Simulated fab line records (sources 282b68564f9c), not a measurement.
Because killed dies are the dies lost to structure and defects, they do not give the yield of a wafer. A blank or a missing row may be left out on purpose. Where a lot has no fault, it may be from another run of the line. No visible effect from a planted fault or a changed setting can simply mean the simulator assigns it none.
The tool behind it: which one? -- flow rit-cmos -- 13 lots with 39 wafers sampled at 2 steps, on a route of 202 steps

== WHAT THE GAUGES READ, wafer by wafer ==
RIT_CONTACT_THK_MEAS_01.
lot,measured,on,CONTACT_TEOS_THK (nm)
L108,day 3 07:25,film-metro-04,396 405 402
L109,day 3 15:04,film-metro-04,391 399 400
L110,day 3 19:47,film-metro-01,393 396 401
L111,day 3 21:39,film-metro-02,397 395 402
L116,day 5 05:43,film-metro-04,406 409 410
L118,day 5 11:59,film-metro-04,406 403 411
L122,day 6 05:23,film-metro-04,392 351 356
L123,day 6 10:12,film-metro-04,394 395 401
L126,day 7 03:01,film-metro-02,398 406 406
L127,day 7 08:50,film-metro-04,405 398 394
L128,day 7 14:22,film-metro-04,399 402 406
L130,day 8 03:44,film-metro-01,402 406 410
L131,day 8 07:19,film-metro-04,394 396 401

== WHICH TOOL RAN EACH LOT (tool, then ch and the chambers of the sampled wafers, then the start) ==
lot,RIT_CONTACT_CVD_00
L108,"pecvd-04 ch 1,2, day 3 07:21"
L109,"pecvd-02 ch 0,1,2, day 3 15:01"
L110,"pecvd-03 ch 0,2, day 3 19:44"
L111,"pecvd-04 ch 1,2, day 3 21:36"
L116,"pecvd-03 ch 0,2, day 5 05:38"
L118,"pecvd-04 ch 0,2, day 5 11:56"
L122,"pecvd-03 ch 0,2, day 6 05:20"
L123,"pecvd-04 ch 0,2, day 6 10:08"
L126,"pecvd-04 ch 0,1, day 7 02:58"
L127,"pecvd-02 ch 0,1,2, day 7 08:47"
L128,"pecvd-04 ch 0,1,2, day 7 14:19"
L130,"pecvd-02 ch 0,1, day 8 03:41"
L131,"pecvd-04 ch 0,1, day 8 07:16"
- RIT_CONTACT_CVD_00: deposits SiO2 from TEOS, target thk 400 nm, time 61 s.

== AS READ BY THE TOOLS THEMSELVES (means over the sampled wafers that have a number; for cases with no such wafer, the mark the record gives instead) ==
RIT_CONTACT_CVD_00.
lot,tool,heater-power-w (W)
L108,pecvd-04,372
L109,pecvd-02,334
L110,pecvd-03,354
L111,pecvd-04,342
L116,pecvd-03,337
L118,pecvd-04,314
L122,pecvd-03,329
L123,pecvd-04,347
L126,pecvd-04,343
L127,pecvd-02,321
L128,pecvd-04,328
L130,pecvd-02,344
L131,pecvd-04,306

== THE ANSWER, worked out from the rows above alone ==
Rule: the usual values come from the lots themselves. Put in order of their means at a reading, lots are off if they are a third of the lots or fewer, leave a main group of 4 or more, and stand apart from it by a gap of 3 or more times the standard deviation of the main group's means; of several such gaps the widest counts. If all means in a main group match to the digits the tables above print for the reading, that group is not used. A lot without any number at a reading at which 4 lots or more have one is off too. Where the step has rows for the other lots, those lots are counted as sound. First the gauges in route order, then the tools' own readings, where a lot's mean is used as printed above. The first step at which some lot is off is used, and at that step the reading that is off furthest; a lot without a number counts as furthest.
Off: L122, seen at RIT_CONTACT_THK_MEAS_01 (CONTACT_TEOS_THK). The main group: mean 401 nm, standard deviation 4.1.
If a tool, at a process step before that reading, ran all the lots that are off and no sound lot after the first of them, it fits. Those tools and the gauges at RIT_CONTACT_THK_MEAS_01 are tried in the same way. One candidate fits, namely pecvd-03 at RIT_CONTACT_CVD_00. A fault onset in the window from L116 (day 5 05:38, its last sound lot) to L122 (day 6 05:20, its first lot off) fits.

== WHAT WAS PUT IN BY THE SIMULATOR ==
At RIT_CONTACT_CVD_00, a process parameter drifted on pecvd-03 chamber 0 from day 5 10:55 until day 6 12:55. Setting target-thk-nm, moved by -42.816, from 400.
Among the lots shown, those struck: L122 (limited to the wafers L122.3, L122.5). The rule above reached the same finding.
